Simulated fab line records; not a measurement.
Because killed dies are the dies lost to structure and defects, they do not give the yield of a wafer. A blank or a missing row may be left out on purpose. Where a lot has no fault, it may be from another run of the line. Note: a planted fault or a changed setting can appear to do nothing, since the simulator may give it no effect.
fab line records	flow berkeley_cmos170
record lots=5	wafers=23
route steps=331 shown CONTACT@233 V1@264 M2@272 V2@294
start_h: the number of hours between the record's first day and the start of the first shown wafer of the lot	wait_h: hours from the lot's prior step to this one	" the same as in the row above	L1.1+2: a row that stands for several wafers	- value missing, or start not given	* or withheld: withheld	< > ~ a bound
route shown NAME@n: NAME is a module with steps in the file, n the number in the route of the first one	usual: average and standard deviation across the fault-free wafers	same: alike in all rows	chamber/n: place in a boat	sites: the reading at each site	_std_site: standard deviation across them	_edge_site: inner sites' mean taken away from outer sites' mean	radius_mm: how far each site lies from the wafer's centre	mask NAME#n: copy n	behind: the last tool/chamber to shape the wafer	hold: why the lot went on hold/how many hours it stayed there/how the hold came to an end	device: which transistor (n, p or np) failed to switch	end of line: at the end of the route, the tests of the same wafers	a step with no rows: only its recipe	killed: count of dies lost to structure and defects at first sort (not the wafer's yield)	map: shows each die of a wafer: x if killed, . if not, _ if none is there
set.NAME: the run value of the setting; set.NAME@STEP: its run value at that earlier step	model.NAME: the simulator's own value behind a step, which no gauge read
lots where settings were altered on purpose, with a table for each step and a row for each wafer
## steps
# step UCB170_CONTACT_ETCH_17
# recipe chemistry=N2/H2	target_depth_a=withheld	overetch_a=withheld	target=BARC	time_s=withheld	source_w=500	bias_w=100	pressure_mtorr=30	n2_flow_sccm=100	h2_flow_sccm=200
lot.wafer	tool	chamber	start_h	wait_h	set.bias_w	set.dose_mj@CONTACT_EXPOSE_12	model.CONTACT.cd_nm
L074.1+4	rie_diel-03	3,0	165.72	0.0	100	35	701.3
L074.3	"	1	"	"	100	35	701.9
L074.5	"	3	"	"	100	35	701
L074.6	"	0	"	"	100	35	703.3
L076.2	rie_diel-03	2	179.07	0.0	100	37.1	708.9
L076.3	"	3	"	"	100	37.1	707.7
L076.4	"	0	"	"	111.4	37.1	709.5
L076.5	"	2	"	"	100	35	698.2
L076.6	"	3	"	"	111.4	35	698.6
L075.1	rie_diel-01	0	180.32	0.0	100	35	700.5
L075.3	"	2	"	"	100	35	699.2
L075.4	"	1	"	"	107.6	35	699.3
L075.5	"	1	"	"	100	35	699.4
L075.6	"	0	"	"	107.6	35	699
L081.2	rie_diel-03	2	195.13	0.0	100	35	699.4
L081.3	"	3	"	"	100	35	698
L081.4	"	1	"	"	100	35	698.8
L085.1	rie_diel-04	3	223.77	0.0	107.9	36.99	709.1
L085.2	"	2	"	"	100	36.99	708.8
L085.3	"	1	"	"	107.9	35	698
L085.4	"	0	"	"	100	36.99	709.8
L085.6	"	2	"	"	100	35	699.4
# step UCB170_CONTACT_ETCH_18
# recipe chemistry=CHF3/CF4/Ar	target=PSG	stop_on=TiSi2	CHF3_flow_sccm=45	cf4_flow_sccm=15	Ar_flow_sccm=150	pressure_mtorr=200	rf_w=700	target_depth_a=8400	over_etch_frac=0.2	time_s=195
# usual oes_product_au=0.893/0.015
lot.wafer	tool	chamber	start_h	wait_h	set.time_s@CONTACT_CVD_01	oes_product_au	model.etch.depth_nm	model.CONTACT.feature_depth_nm
L074.1	rie_diel-03	3	-	-	2568	0.838	636.5	636.5
L074.3	"	1	"	"	2568	0.839	637.7	637.7
L074.4	"	0	"	"	2568	0.859	641.4	641.4
L074.5	"	3	"	"	2568	0.854	639.2	639.2
L074.6	"	0	"	"	2568	0.854	637.5	637.5
L076.2	rie_diel-03	2	-	-	3079	0.909	751.4	751.4
L076.3	"	3	"	"	3079	0.930	-	755.7
L076.4	"	0	"	"	3079	0.950	-	755
L076.5	"	2	"	"	3079	0.910	-	752
L076.6	"	3	"	"	3079	0.934	-	754.9
L075.1	rie_diel-01	0	-	-	2472	0.807	604.3	604.3
L075.3	"	2	"	"	2472	0.817	602.9	602.9
L075.4	"	1	"	"	2472	0.806	-	606.4
L075.5	"	1	"	"	2472	0.809	603.6	603.6
L075.6	"	0	"	"	2472	0.809	-	600.2
L081.2	rie_diel-03	2	-	-	2820	0.876	702.9	702.9
L081.3	"	3	"	"	2820	0.898	701.4	701.4
L081.4	"	1	"	"	2820	0.891	706.7	706.7
L085.1	rie_diel-04	3	-	-	3176	0.977	790.6	790.6
L085.2	"	2	"	"	3176	0.980	790.5	790.5
L085.3	"	1	"	"	3176	0.967	791.3	791.3
L085.4	"	0	"	"	3176	0.974	787.7	787.7
L085.6	"	2	"	"	3176	0.978	793.6	793.6
# step UCB170_CONTACT_STRIP_19
# recipe chemistry=O2	power_w=400	pressure_mtorr=3500	platen_temp_c=withheld	o2_flow_sccm=400	overash_fraction=0.5
# step UCB170_CONTACT_CD_MEAS_90
# recipe target_cd_nm=700
# usual cd_nm=700.0/1.6
lot.wafer	tool	chamber	start_h	wait_h	set.dose_mj@CONTACT_EXPOSE_12	cd_nm
L074.1	cd_sem-01	-	165.98	0.1	35	701.4
L074.3	"	-	"	"	35	701.5
L074.4	"	-	"	"	35	701.2
L074.5	"	-	"	"	35	701.2
L074.6	"	-	"	"	35	703.7
L076.2	cd_sem-02	-	179.36	0.1	37.1	709.9
L076.3	"	-	"	"	37.1	707.9
L076.4	"	-	"	"	37.1	709.7
L076.5	"	-	"	"	35	698.6
L076.6	"	-	"	"	35	699.0
L075.1	cd_sem-01	-	180.59	0.1	35	700.2
L075.3	"	-	"	"	35	699.3
L075.4	"	-	"	"	35	700.2
L075.5	"	-	"	"	35	699.6
L075.6	"	-	"	"	35	699.5
L081.2	cd_sem-02	-	195.42	0.1	35	699.6
L081.3	"	-	"	"	35	698.4
L081.4	"	-	"	"	35	698.6
L085.1	cd_sem-02	-	224.04	0.1	36.99	709.3
L085.2	"	-	"	"	36.99	709.1
L085.3	"	-	"	"	35	698.6
L085.4	"	-	"	"	36.99	709.7
L085.6	"	-	"	"	35	699.0
# step UCB170_V1_PEB_10
# recipe peb_temp_c=130	peb_time_s=withheld	resist=KrF
lot.wafer	tool	chamber	start_h	wait_h	set.peb_temp_c
L074.1+6	litho_track-02	0	170.72	0.1	126.2
L074.3+4+5	"	0	"	"	130
L076.2+4+5	litho_track-01	0	186.84	0.6	130
L076.3+6	"	0	"	"	128.7
L075.1+4+5	litho_track-03	0	187.67	0.3	127.7
L075.3+6	"	0	"	"	130
L081.2+3+4	litho_track-02	0	202.98	0.4	130
L085.1+4+6	litho_track-01	0	230.33	0.5	130
L085.2+3	"	0	"	"	132.5
# step UCB170_V1_DEVELOP_11
# recipe developer=TMAH	develop_time_s=45	resist=KrF	dev_temp_c=21
# step UCB170_V1_CD_MEAS_12
# recipe target_cd_nm=700
# usual cd_nm=700.1/1.4
lot.wafer	tool	chamber	start_h	wait_h	set.peb_temp_c@V1_PEB_10	cd_nm
L074.1	cd_sem-01	-	170.99	-	126.2	668.9
L074.3	"	-	"	"	130	699.6
L074.4	"	-	"	"	130	697.5
L074.5	"	-	"	"	130	699.2
L074.6	"	-	"	"	126.2	670.0
L076.2	cd_sem-01	-	187.11	-	130	699.8
L076.3	"	-	"	"	128.7	690.9
L076.4	"	-	"	"	130	700.1
L076.5	"	-	"	"	130	699.4
L076.6	"	-	"	"	128.7	690.4
L075.1	cd_sem-02	-	187.94	-	127.7	680.8
L075.3	"	-	"	"	130	697.6
L075.4	"	-	"	"	127.7	680.0
L075.5	"	-	"	"	127.7	680.9
L075.6	"	-	"	"	130	696.7
L081.2	cd_sem-02	-	203.34	-	130	699.6
L081.3	"	-	"	"	130	698.9
L081.4	"	-	"	"	130	698.7
L085.1	cd_sem-02	-	230.60	-	130	700.9
L085.2	"	-	"	"	132.5	715.6
L085.3	"	-	"	"	132.5	715.1
L085.4	"	-	"	"	130	700.7
L085.6	"	-	"	"	130	701.0
# step UCB170_V1_ETCH_14
# recipe chemistry=CHF3/CF4/Ar	target=SiO2	stop_on=Al	CHF3_flow_sccm=45	cf4_flow_sccm=15	Ar_flow_sccm=150	pressure_mtorr=200	rf_w=700	target_depth_a=12500	over_etch_frac=0.25	time_s=291
lot.wafer	tool	chamber	start_h	wait_h	set.peb_temp_c@V1_PEB_10	model.V1.cd_nm
L074.1	rie_diel-02	0	171.15	0.0	126.2	669.1
L074.3	"	1	"	"	130	700.2
L074.4	"	3	"	"	130	698
L074.5	"	3	"	"	130	699.6
L074.6	"	2	"	"	126.2	670.5
L076.2	rie_diel-03	1	187.24	0.0	130	699.6
L076.3	"	2	"	"	128.7	690.8
L076.4	"	0	"	"	130	700.8
L076.5	"	2	"	"	130	699.1
L076.6	"	1	"	"	128.7	689.4
L075.1	rie_diel-02	2	188.10	0.0	127.7	680.9
L075.3	"	1	"	"	130	698
L075.4	"	0	"	"	127.7	680.1
L075.5	"	1	"	"	127.7	681.8
L075.6	"	2	"	"	130	696.8
L081.2	rie_diel-01	2	203.47	0.0	130	699.7
L081.3	"	0	"	"	130	699.1
L081.4	"	3	"	"	130	698.5
L085.1+6	rie_diel-02	2,3	230.76	0.0	130	701.1
L085.2	"	1	"	"	132.5	715.7
L085.3	"	3	"	"	132.5	715.1
L085.4	"	0	"	"	130	700.9
# step UCB170_V1_STRIP_15
# recipe chemistry=O2	power_w=400	pressure_mtorr=3500	platen_temp_c=withheld	o2_flow_sccm=400	overash_fraction=0.5
# step UCB170_V1_CD_MEAS_90
# recipe target_cd_nm=700
# usual cd_nm=700.2/1.4
lot.wafer	tool	chamber	start_h	wait_h	set.peb_temp_c@V1_PEB_10	cd_nm
L074.1	cd_sem-02	-	171.43	0.1	126.2	668.8
L074.3	"	-	"	"	130	700.2
L074.4	"	-	"	"	130	698.0
L074.5	"	-	"	"	130	699.4
L074.6	"	-	"	"	126.2	670.5
L076.2	cd_sem-01	-	187.54	0.1	130	699.2
L076.3	"	-	"	"	128.7	690.9
L076.4	"	-	"	"	130	701.0
L076.5	"	-	"	"	130	699.0
L076.6	"	-	"	"	128.7	689.5
L075.1	cd_sem-02	-	188.37	0.1	127.7	681.0
L075.3	"	-	"	"	130	698.1
L075.4	"	-	"	"	127.7	680.0
L075.5	"	-	"	"	127.7	682.2
L075.6	"	-	"	"	130	697.1
L081.2	cd_sem-02	-	203.77	0.1	130	700.1
L081.3	"	-	"	"	130	699.2
L081.4	"	-	"	"	130	698.8
L085.1	cd_sem-01	-	231.03	0.1	130	701.3
L085.2	"	-	"	"	132.5	715.2
L085.3	"	-	"	"	132.5	714.9
L085.4	"	-	"	"	130	700.8
L085.6	"	-	"	"	130	701.3
# step UCB170_M2_SPUTTER_01
# recipe material=Al	target_thk_nm=900	time_s=120	power_w=6000	chamber_pressure_pa=0.5
lot.wafer	tool	chamber	start_h	wait_h	set.time_s	model.Al_of_M2_SPUTTER_01.thk_nm
L074.1	pvd_sputter-03	-	171.61	0.0	120	894.5
L074.3	"	-	"	"	120	887
L074.4	"	-	"	"	120	888.1
L074.5	"	-	"	"	120	899
L074.6	"	-	"	"	120	889.3
L076.2	pvd_sputter-03	-	187.71	0.0	120	892.8
L076.3	"	-	"	"	108.8	809.6
L076.4	"	-	"	"	108.8	808.2
L076.5	"	-	"	"	120	888.5
L076.6	"	-	"	"	120	895
L075.1	pvd_sputter-01	-	188.56	0.0	120	904.5
L075.3	"	-	"	"	120	902.9
L075.4	"	-	"	"	125.6	941
L075.5	"	-	"	"	125.6	940.1
L075.6	"	-	"	"	120	906.5
L081.2	pvd_sputter-01	-	203.94	0.0	120	891.3
L081.3	"	-	"	"	120	886.1
L081.4	"	-	"	"	120	883.6
L085.1	pvd_sputter-01	-	231.22	0.0	120	879.5
L085.2	"	-	"	"	120	895.5
L085.3	"	-	"	"	120	887.2
L085.4	"	-	"	"	120	891.1
L085.6	"	-	"	"	120	888.3
# step UCB170_M2_RS_MEAS_02
# recipe thk_meas_gauge=four-point-probe	reads=Al_of_M2_SPUTTER_01
# usual M2_AL_RS=0.0322/0.00035
lot.wafer	tool	chamber	start_h	wait_h	set.time_s@M2_SPUTTER_01	M2_AL_RS[ohm/sq]
L074.1	film_metro-02	-	171.70	0.0	120	0.0323
L074.3	"	-	"	"	120	0.0327
L074.4	"	-	"	"	120	0.0326
L074.5	"	-	"	"	120	0.0322
L074.6	"	-	"	"	120	0.0326
L076.2	film_metro-02	-	187.81	0.1	120	0.0325
L076.3	"	-	"	"	108.8	0.0358
L076.4	"	-	"	"	108.8	0.0359
L076.5	"	-	"	"	120	0.0326
L076.6	"	-	"	"	120	0.0324
L075.1	film_metro-04	-	188.64	0.0	120	0.0318
L075.3	"	-	"	"	120	0.0319
L075.4	"	-	"	"	125.6	0.0306
L075.5	"	-	"	"	125.6	0.0307
L075.6	"	-	"	"	120	0.0318
L081.2	film_metro-04	-	204.04	0.1	120	0.0323
L081.3	"	-	"	"	120	0.0325
L081.4	"	-	"	"	120	0.0327
L085.1	film_metro-02	-	231.30	0.0	120	0.0329
L085.2	"	-	"	"	120	0.0324
L085.3	"	-	"	"	120	0.0326
L085.4	"	-	"	"	120	0.0324
L085.6	"	-	"	"	120	0.0326
# step UCB170_M2_THK_MEAS_03
# recipe thk_meas_gauge=xrf	reads=Al_of_M2_SPUTTER_01
# usual M2_AL_THK=902/11
lot.wafer	tool	chamber	start_h	wait_h	set.time_s@M2_SPUTTER_01	M2_AL_THK[nm]
L074.1	film_metro-02	-	171.82	0.1	120	894
L074.3	"	-	"	"	120	892
L074.4	"	-	"	"	120	894
L074.5	"	-	"	"	120	899
L074.6	"	-	"	"	120	888
L076.2	film_metro-02	-	187.92	0.1	120	895
L076.3	"	-	"	"	108.8	809
L076.4	"	-	"	"	108.8	809
L076.5	"	-	"	"	120	893
L076.6	"	-	"	"	120	898
L075.1	film_metro-04	-	188.76	0.1	120	906
L075.3	"	-	"	"	120	902
L075.4	"	-	"	"	125.6	951
L075.5	"	-	"	"	125.6	942
L075.6	"	-	"	"	120	908
L081.2	film_metro-04	-	204.15	0.1	120	899
L081.3	"	-	"	"	120	890
L081.4	"	-	"	"	120	887
L085.1	film_metro-02	-	231.42	0.1	120	876
L085.2	"	-	"	"	120	893
L085.3	"	-	"	"	120	890
L085.4	"	-	"	"	120	891
L085.6	"	-	"	"	120	884
# step UCB170_M2_SOFTBAKE_11
# recipe resist=KrF	temp_c=130	time_s=60
lot.wafer	tool	chamber	start_h	wait_h	set.time_s
L074.1+3+4+5+6	litho_track-04	0	-	-	60
L076.2+4+6	litho_track-02	0	-	-	60
L076.3+5	"	0	"	"	63.95
L075.1+3+4	litho_track-03	0	-	-	54.12
L075.5+6	"	0	"	"	60
L081.2+3+4	litho_track-03	0	-	-	60
L085.1+2+3+4+6	litho_track-02	0	-	-	60
# step UCB170_M2_EXPOSE_12
# recipe mask_id=METAL2	target_cd_nm=700	na=0.5	sigma_outer=0.6	source_shape=conventional	dose_mj=26
# step UCB170_M2_PEB_13
# recipe peb_temp_c=130	peb_time_s=withheld	resist=KrF
# step UCB170_M2_ETCH_17
# recipe chemistry=N2/H2	target_depth_a=withheld	overetch_a=withheld	target=BARC	time_s=withheld	source_w=500	bias_w=100	pressure_mtorr=30	n2_flow_sccm=100	h2_flow_sccm=200
# step UCB170_M2_METAL_ETCH_18
# recipe chemistry=Cl2/BCl3	target=Al	stop_on=SiO2	pressure_mtorr=12	target_depth_a=11700	over_etch_frac=0.3	time_s=195	icp_w=600	bias_w=120	Cl2_flow_sccm=90	bcl3_flow_sccm=45
# usual oes_product_au=0.844/0.012
lot.wafer	tool	chamber	start_h	wait_h	set.time_s@M2_SPUTTER_01	oes_product_au
L074.1	rie_metal-02	0	174.28	-	120	0.829
L074.3	"	0	"	"	120	0.829
L074.4	"	1	"	"	120	0.826
L074.5	"	1	"	"	120	0.830
L074.6	"	0	"	"	120	0.832
L076.2	rie_metal-03	1	189.98	-	120	0.847
L076.3	"	0	"	"	108.8	0.789
L076.4	"	1	"	"	108.8	0.803
L076.5	"	0	"	"	120	0.834
L076.6	"	1	"	"	120	0.847
L075.1	rie_metal-02	1	190.81	-	120	0.832
L075.3	"	0	"	"	120	0.833
L075.4	"	1	"	"	125.6	0.855
L075.5	"	0	"	"	125.6	0.859
L075.6	"	1	"	"	120	0.831
L081.2	rie_metal-02	0	206.82	-	120	0.831
L081.3	"	0	"	"	120	0.829
L081.4	"	1	"	"	120	0.832
L085.1	rie_metal-01	0	233.39	-	120	0.842
L085.2	"	1	"	"	120	0.846
L085.3	"	0	"	"	120	0.848
L085.4	"	1	"	"	120	0.852
L085.6	"	0	"	"	120	0.855
# step UCB170_V2_CMP_02
# recipe material=SiO2	down_force_psi=6	platen_rpm=60	pad_velocity_m_s=0.75398
lot.wafer	tool	chamber	start_h	wait_h	set.leave_above_ref_nm	model.SiO2_of_V2_CVD_00.thk_nm
L074.4	cmp-02	0	174.96	0.1	1000	1000
L074.1	"	1	"	"	965.1	964.8
L074.3	"	2	"	"	965.1	965.6
L074.5	"	3	"	"	965.1	965.9
L074.6	"	0	"	"	1000	999.4
L076.4+6+5	cmp-02	3,3,0	190.61	0.0	1000	-
L076.3	"	0	"	"	1000	999.1
L076.2	"	1	"	"	1000	998.4
L075.1+5	cmp-01	3,0	191.43	0.1	1000	1000
L075.3	"	1	"	"	1066	1066
L075.4	"	2	"	"	1066	-
L075.6	"	3	"	"	1000	-
L081.3	cmp-01	3	207.50	0.0	1000	999.7
L081.4+2	"	0,2	"	"	1000	1001
L085.4	cmp-02	0	234.01	0.0	1000	999.7
L085.3	"	1	"	"	1000	998.5
L085.1	"	2	"	"	1000	999.3
L085.2	"	3	"	"	1000	999.5
L085.6	"	0	"	"	1000	1001
# step UCB170_V2_THK_MEAS_04
# recipe reads=SiO2_of_V2_CVD_00
# usual V2_POLISHED_THK=999.9/0.96
lot.wafer	tool	chamber	start_h	wait_h	set.leave_above_ref_nm@V2_CMP_02	V2_POLISHED_THK[nm]
L074.1	film_metro-02	-	175.33	0.1	965.1	965.5
L074.3	"	-	"	"	965.1	965.8
L074.4	"	-	"	"	1000	1000.1
L074.5	"	-	"	"	965.1	965.5
L074.6	"	-	"	"	1000	999.5
L076.2	film_metro-02	-	191.08	0.1	1000	999.0
L076.3	"	-	"	"	1000	999.7
L076.4	"	-	"	"	1000	998.2
L076.5	"	-	"	"	1000	997.4
L076.6	"	-	"	"	1000	999.2
L075.1	film_metro-03	-	191.85	0.1	1000	1000.6
L075.3	"	-	"	"	1066	1064.8
L075.4	"	-	"	"	1066	1065.5
L075.5	"	-	"	"	1000	1000.8
L075.6	"	-	"	"	1000	999.1
L081.2	film_metro-03	-	207.98	0.1	1000	1000.6
L081.3	"	-	"	"	1000	999.4
L081.4	"	-	"	"	1000	1000.7
L085.1	film_metro-02	-	234.43	0.1	1000	999.5
L085.2	"	-	"	"	1000	999.4
L085.3	"	-	"	"	1000	998.2
L085.4	"	-	"	"	1000	1000.0
L085.6	"	-	"	"	1000	1001.0
# step UCB170_V2_CLEAN_05
# recipe chemistry=DIW
# step UCB170_V2_HMDS_06
# recipe prime_time_s=60	prime_temp_c=100
# step UCB170_V2_ETCH_14
# recipe chemistry=CHF3/CF4/Ar	target=SiO2	stop_on=Al	CHF3_flow_sccm=45	cf4_flow_sccm=15	Ar_flow_sccm=150	pressure_mtorr=200	rf_w=700	target_depth_a=12500	over_etch_frac=0.25	time_s=291
lot.wafer	tool	chamber	start_h	wait_h	set.leave_above_ref_nm@V2_CMP_02	model.etch.depth_nm	model.V2.feature_depth_nm
L074.1	rie_diel-01	0	177.06	0.0	965.1	964.8	964.8
L074.3	"	2	"	"	965.1	965.6	965.7
L074.4	"	1	"	"	1000	1000	1000
L074.5	"	0	"	"	965.1	965.9	965.9
L074.6	"	3	"	"	1000	999.4	999.5
L076.2	rie_diel-04	3	192.56	0.0	1000	998.4	998.5
L076.3	"	0	"	"	1000	-	999.3
L076.4	"	1	"	"	1000	-	999
L076.5	"	3	"	"	1000	-	997.7
L076.6	"	2	"	"	1000	-	999.5
L075.1	rie_diel-01	2	193.62	0.0	1000	1000	1000
L075.3	"	3	"	"	1066	1066	1066
L075.4	"	0	"	"	1066	-	1065
L075.5	"	3	"	"	1000	1000	1001
L075.6	"	2	"	"	1000	-	999.2
L081.2	rie_diel-04	3	209.41	0.0	1000	1001	1002
L081.3	"	0	"	"	1000	999.7	999.9
L081.4	"	2	"	"	1000	1001	1001
L085.1	rie_diel-04	1	235.97	0.0	1000	999.3	999.4
L085.2	"	2	"	"	1000	999.5	999.5
L085.3	"	3	"	"	1000	998.5	998.6
L085.4	"	1	"	"	1000	999.7	999.8
L085.6	"	2	"	"	1000	1001	1001
## key
split step=UCB170_CONTACT_ETCH_17	setting=bias_w	stated=100	by=wafer
response none clear
split step=UCB170_V1_PEB_10	setting=peb_temp_c	stated=130	by=wafer
response step=UCB170_V1_CD_MEAS_12	reading=cd_nm	change=+9.29	per=1%	r=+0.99
response step=UCB170_V1_ETCH_14	reading=model.V1.cd_nm	change=+9.32	per=1%	r=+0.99
response step=UCB170_V1_CD_MEAS_90	reading=cd_nm	change=+9.28	per=1%	r=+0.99
split step=UCB170_M2_SPUTTER_01	setting=time_s	stated=120	by=wafer
response step=UCB170_M2_SPUTTER_01	reading=model.Al_of_M2_SPUTTER_01.thk_nm	change=+8.67	per=1%	r=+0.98
response step=UCB170_M2_RS_MEAS_02	reading=M2_AL_RS	change=-0.00034	per=1%	r=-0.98
response step=UCB170_M2_THK_MEAS_03	reading=M2_AL_THK	change=+9.21	per=1%	r=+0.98
response step=UCB170_M2_METAL_ETCH_18	reading=oes_product_au	change=+0.00507	per=1%	r=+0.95
split step=UCB170_M2_SOFTBAKE_11	setting=time_s	stated=60	by=wafer
response none clear
split step=UCB170_V2_CMP_02	setting=leave_above_ref_nm	stated=1000	by=wafer
response step=UCB170_V2_CMP_02	reading=model.SiO2_of_V2_CVD_00.thk_nm	change=+9.93	per=1%	r=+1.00
response step=UCB170_V2_THK_MEAS_04	reading=V2_POLISHED_THK	change=+9.84	per=1%	r=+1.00
response step=UCB170_V2_ETCH_14	reading=model.etch.depth_nm	change=+9.93	per=1%	r=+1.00
response step=UCB170_V2_ETCH_14	reading=model.V2.feature_depth_nm	change=+9.95	per=1%	r=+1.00
split outside_this_file step=UCB170_CONTACT_CVD_01 setting=time_s
split outside_this_file step=UCB170_CONTACT_EXPOSE_12 setting=dose_mj
# split outside_this_file: this setting was split too, and the file shows its column; the key of that split is in another file
